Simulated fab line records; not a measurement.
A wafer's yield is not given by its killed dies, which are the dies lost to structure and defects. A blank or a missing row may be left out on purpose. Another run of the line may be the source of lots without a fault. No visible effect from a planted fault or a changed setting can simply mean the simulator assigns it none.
Which of the tools did it? -- flow ritCmos -- Sampling: 14 lots, 42 wafers, 5 of 202 route steps

## WHAT THE GAUGES SHOWED, per wafer
RIT_NRETRO_OVL_MEAS_06. Usual: NRETRO_OVL gives 0.9 nm (standard deviation 1.4).
lot,measured,on,NRETRO_OVL (nm),flag
L296,day 2 06:21,overlay-02,-0.7 -1.1 -2.5,
L298,day 2 15:10,overlay-02,-0.5 1.4 1.2,
L300,day 3 00:52,overlay-02,0.5 -0.4 -0.8,
L301,day 3 06:30,overlay-02,-0.9 -0.3 0.8,
L302,day 3 11:29,overlay-01,2.9 4.6 2.5,
L303,day 3 17:16,overlay-02,-0.8 1.6 1.0,
L304,day 3 22:23,overlay-02,1.4 0.2 0.9,
L305,day 4 05:53,overlay-02,2.6 2.7 1.4,
L311,day 5 09:22,overlay-01,2.4 -0.3 3.0,
L313,day 5 19:05,overlay-02,-1.0 0.5 -0.5,
L315,day 6 04:00,overlay-02,-0.8 1.6 -0.5,
L316,day 6 09:13,overlay-01,-0.7 0.6 -1.1,
L317,day 6 14:26,overlay-01,-0.5 0.8 0.5,
L318,day 6 19:37,overlay-01,-0.4 1.8 1.5,

RIT_NSD_OVL_MEAS_06. Usual: NSD_OVL gives 0.4 nm (standard deviation 1.2).
lot,measured,on,NSD_OVL (nm),flag
L296,day 2 23:59,overlay-01,0.9 -0.1 0.4,
L298,day 3 10:47,overlay-02,-2.2 0.0 -1.2,
L300,day 3 19:36,overlay-01,0.2 0.8 0.9,
L301,day 4 00:58,overlay-01,1.4 -0.1 -0.2,
L302,day 4 07:41,overlay-02,0.5 2.2 -1.5,
L303,day 4 16:38,overlay-02,-1.0 -1.1 0.2,
L304,day 4 19:40,overlay-01,-0.7 0.9 0.5,
L305,day 5 00:38,overlay-01,1.8 1.5 2.2,
L311,day 6 02:42,overlay-01,0.8 -1.7 -3.0,
L313,day 6 12:39,overlay-01,0.2 -0.4 1.3,
L315,day 6 21:07,overlay-01,0.0 0.4 0.8,
L316,day 7 02:44,overlay-02,-1.3 0.2 -1.0,
L317,day 7 08:53,overlay-02,0.4 0.0 0.8,
L318,day 7 12:38,overlay-02,-1.3 -1.7 0.2,

RIT_PSD_OVL_MEAS_06. Usual: PSD_OVL gives 0.6 nm (standard deviation 1.4).
lot,measured,on,PSD_OVL (nm),flag
L296,day 3 01:43,overlay-02,-0.1 -0.9 -1.3,
L298,day 3 12:20,overlay-02,2.4 -0.3 2.8,
L300,day 3 21:09,overlay-02,-0.7 -1.4 -0.2,
L301,day 4 02:23,overlay-02,1.0 2.4 0.2,
L302,day 4 09:13,overlay-01,-0.6 -0.5 -0.8,
L303,day 4 18:11,overlay-01,1.0 1.7 1.8,
L304,day 4 21:13,overlay-01,3.4 1.4 2.8,
L305,day 5 02:11,overlay-01,-0.3 -0.3 -0.7,
L311,day 6 04:07,overlay-01,-1.4 -1.6 -1.4,
L313,day 6 14:04,overlay-02,0.7 2.3 2.1,
L315,day 6 22:40,overlay-01,1.1 3.6 2.3,
L316,day 7 04:17,overlay-01,-0.2 -0.2 2.8,
L317,day 7 10:19,overlay-02,0.7 2.0 0.8,
L318,day 7 14:11,overlay-02,0.7 2.3 2.8,

RIT_SDANNEAL_RS_MEAS_05: a four-point-probe measurement. Usual: NSD_RS gives 84.61 ohm/sq (standard deviation 0.28).
lot,measured,on,NSD_RS (ohm/sq),flag
L296,day 3 02:52,filmMetro-02,85.02 84.69 84.81,
L298,day 3 13:40,filmMetro-01,84.54 84.20 84.42,
L300,day 3 22:19,filmMetro-01,85.42 85.34 85.23,
L301,day 4 03:30,filmMetro-03,84.43 84.61 84.71,
L302,day 4 10:22,filmMetro-03,84.08 84.45 84.64,
L303,day 4 19:26,filmMetro-01,84.47 84.24 84.60,
L304,day 4 22:20,filmMetro-02,84.73 85.12 84.57,
L305,day 5 03:18,filmMetro-01,85.09 84.71 84.68,
L311,day 6 05:16,filmMetro-02,85.32 85.65 85.49,OFF
L313,day 6 15:13,filmMetro-02,85.66 85.61 85.58,OFF
L315,day 6 23:47,filmMetro-01,85.00 84.93 84.79,
L316,day 7 05:25,filmMetro-02,84.43 84.33 84.27,
L317,day 7 11:29,filmMetro-01,84.37 84.64 84.78,
L318,day 7 15:19,filmMetro-02,84.33 84.49 84.38,

## WHAT TOOL EACH LOT RAN ON (gives the tool, then ch and the chambers of the sampled wafers, and finally the start)
lot,RIT_NSD_IMPLANT_08
L296,"implanter-03 ch 0, day 3 00:10"
L298,"implanter-01 ch 0, day 3 11:01"
L300,"implanter-01 ch 0, day 3 19:48"
L301,"implanter-03 ch 0, day 4 01:09"
L302,"implanter-01 ch 0, day 4 08:01"
L303,"implanter-01 ch 0, day 4 16:50"
L304,"implanter-03 ch 0, day 4 19:52"
L305,"implanter-01 ch 0, day 5 00:49"
L311,"implanter-01 ch 0, day 6 02:54"
L313,"implanter-01 ch 0, day 6 12:50"
L315,"implanter-04 ch 0, day 6 21:19"
L316,"implanter-04 ch 0, day 7 02:55"
L317,"implanter-04 ch 0, day 7 09:05"
L318,"implanter-03 ch 0, day 7 12:49"
- RIT_NSD_IMPLANT_08

## WHAT THE TOOLS THEMSELVES READ (means of the sampled wafers that have a number; where no wafer has one, the mark that the record gives instead)
RIT_NSD_IMPLANT_08. Usual: doseIonsCm2 reads 9.999e+14 (standard deviation 1.1e+12).
lot,tool,doseIonsCm2,flag
L296,implanter-03,9.998e+14,
L298,implanter-01,9.984e+14,
L300,implanter-01,9.999e+14,
L301,implanter-03,1.000e+15,
L302,implanter-01,1.000e+15,
L303,implanter-01,9.994e+14,
L304,implanter-03,9.999e+14,
L305,implanter-01,9.989e+14,
L311,implanter-01,9.870e+14,OFF
L313,implanter-01,9.866e+14,OFF
L315,implanter-04,9.993e+14,
L316,implanter-04,1.001e+15,
L317,implanter-04,9.997e+14,
L318,implanter-03,9.996e+14,

## THE ANSWER, worked out from the rows above alone
Rule: lot off if the mean of its wafers having a number is beyond 3 standard deviations from the usual mean. A lot without any number at a reading at which 4 lots or more have one is off too. The other lots that the step has rows for count as sound. First the gauges in route order, then the tools' own readings, where a lot's mean is used as printed above. At the first step where some lot is off, the reading lying furthest off is the one used; lots without a number count as furthest.
Off: L311, L313, at RIT_SDANNEAL_RS_MEAS_05 (NSD_RS).
If a tool, at a process step before that reading, ran all the lots that are off and no sound lot after the first of them, it fits. Not tried: the gauges at RIT_SDANNEAL_RS_MEAS_05; whatever is off there is also off at RIT_NSD_IMPLANT_08, on other tools, and gauge error can't account for it. One candidate fits, namely implanter-01 at RIT_NSD_IMPLANT_08. A fault onset in the window from L305 (day 5 00:49, its last sound lot) to L311 (day 6 02:54, its first lot off) fits.
On the lots that are off, the tool's own readings at RIT_NSD_IMPLANT_08 differ by more than 5 times the standard deviation of the sound lots' means, which bears it out; doseIonsCm2 reads 9.868e+14 there versus 9.997e+14 on the sound lots.

## WHAT THE SIMULATOR PUT IN
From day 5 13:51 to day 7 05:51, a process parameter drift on implanter-01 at RIT_NSD_IMPLANT_08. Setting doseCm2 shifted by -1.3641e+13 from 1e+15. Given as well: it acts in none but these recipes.
Lots struck among those shown: L311, L313. The rule above found the same.
